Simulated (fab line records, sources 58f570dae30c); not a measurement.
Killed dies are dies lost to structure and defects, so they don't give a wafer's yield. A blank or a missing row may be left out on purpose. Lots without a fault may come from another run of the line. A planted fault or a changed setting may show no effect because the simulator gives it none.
One fault seen from 2 desks | flow berkeley_cmos170 | each desk has only its own numbers; what lay behind them comes last

THE TOOL OWNER'S DESK: furnace-01
The tool's own readings at UCB170_WELLDRIVE_ANNEAL_03 (time 900 s): means of the sampled wafers that have a number, for each lot that ran on this tool. A lot is out of limits, marked OUT, if its mean lies more than 4 standard deviations from the usual mean; the brackets give that distance.
Columns: A = spike_tc_centre_C at UCB170_WELLDRIVE_ANNEAL_03, usual 1102.2 C; B = spike_tc_load_C at UCB170_WELLDRIVE_ANNEAL_03, usual 1127.1 C; C = spike_tc_source_C at UCB170_WELLDRIVE_ANNEAL_03, usual 1124.4 C; D = tube_center_temp_C at UCB170_WELLDRIVE_ANNEAL_03, usual 1100 C; E = tube_center_temp_C_max at UCB170_WELLDRIVE_ANNEAL_03, usual 1102.9; F = zone_power_source_pct at UCB170_WELLDRIVE_ANNEAL_03, usual 47.7 %
lot  | first seen here | A                | B                | C                | D                      | E                        | F
L372 | day 4 15:29     | 1101.1           | 1128.4           | 1122.7           | 1100                   | 1102.9                   | 47.8
L373 | day 5 00:00     | 1152.3 (+42) OUT | 1180.7 (+18) OUT | 1174.0 (+26) OUT | 1150 (+99 or more) OUT | 1152.9 (+99 or more) OUT | 53.4 (+5.2) OUT
L374 | day 5 00:00     | 1152.7 (+42) OUT | 1179.5 (+18) OUT | 1173.5 (+26) OUT | 1150 (+99 or more) OUT | 1152.8 (+99 or more) OUT | 53.6 (+5.3) OUT
L390 | day 8 16:53     | 1102.5           | 1128.4           | 1123.7           | 1100                   | 1102.7                   | 48.2
This desk's finding: out of limits on L373, L374; first on L373, day 5 00:00 (spike_tc_centre_C at UCB170_WELLDRIVE_ANNEAL_03). In limits: L372, L390.

THE METROLOGY DESK
What the gauges read, lot by lot, whatever tool the lot ran on: means of the sampled wafers that have a number. A lot is out of limits, marked OUT, if its mean lies more than 4 standard deviations from the usual mean; the brackets give that distance.
Columns: A = PWELL_OVL at UCB170_PWELL_OVL_MEAS_13, usual 1 nm; B = PWELL_TW at UCB170_PWELL_TW_MEAS_17, usual 381; C = WELLDRIVE_OXIDE_THK at UCB170_WELLDRIVE_THK_MEAS_02, usual 204 nm
lot  | first seen here | A  | B   | C
L372 | day 3 22:38     | 3  | 382 | 200
L373 | day 4 03:49     | 2  | 387 | 201
L374 | day 4 04:05     | 6  | 376 | 206
L381 | day 5 21:35     | 4  | 375 | 202
L387 | day 7 01:17     | 9  | 383 | 211
L390 | day 8 01:50     | -2 | 381 | 202
This desk's finding: nothing out of limits on any of the 6 lots.

PUT TOGETHER
The tool owner's desk could have raised an alarm at day 5 00:00, on L373, L374.
The metrology desk saw nothing out of limits.
The metrology desk has L373, L374 on record, within its limits.
Of the lots named, all ran UCB170_WELLDRIVE_ANNEAL_03 on furnace-01.

WHAT THE SIMULATOR HAD PUT IN
Process parameter drift: furnace-01, from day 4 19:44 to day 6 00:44, at UCB170_WELLDRIVE_ANNEAL_03. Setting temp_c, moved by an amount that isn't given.
Lots struck among those shown: L373, L374.
Hours from the fault's start to each desk's first reading out of limits: the tool owner's desk, 4.
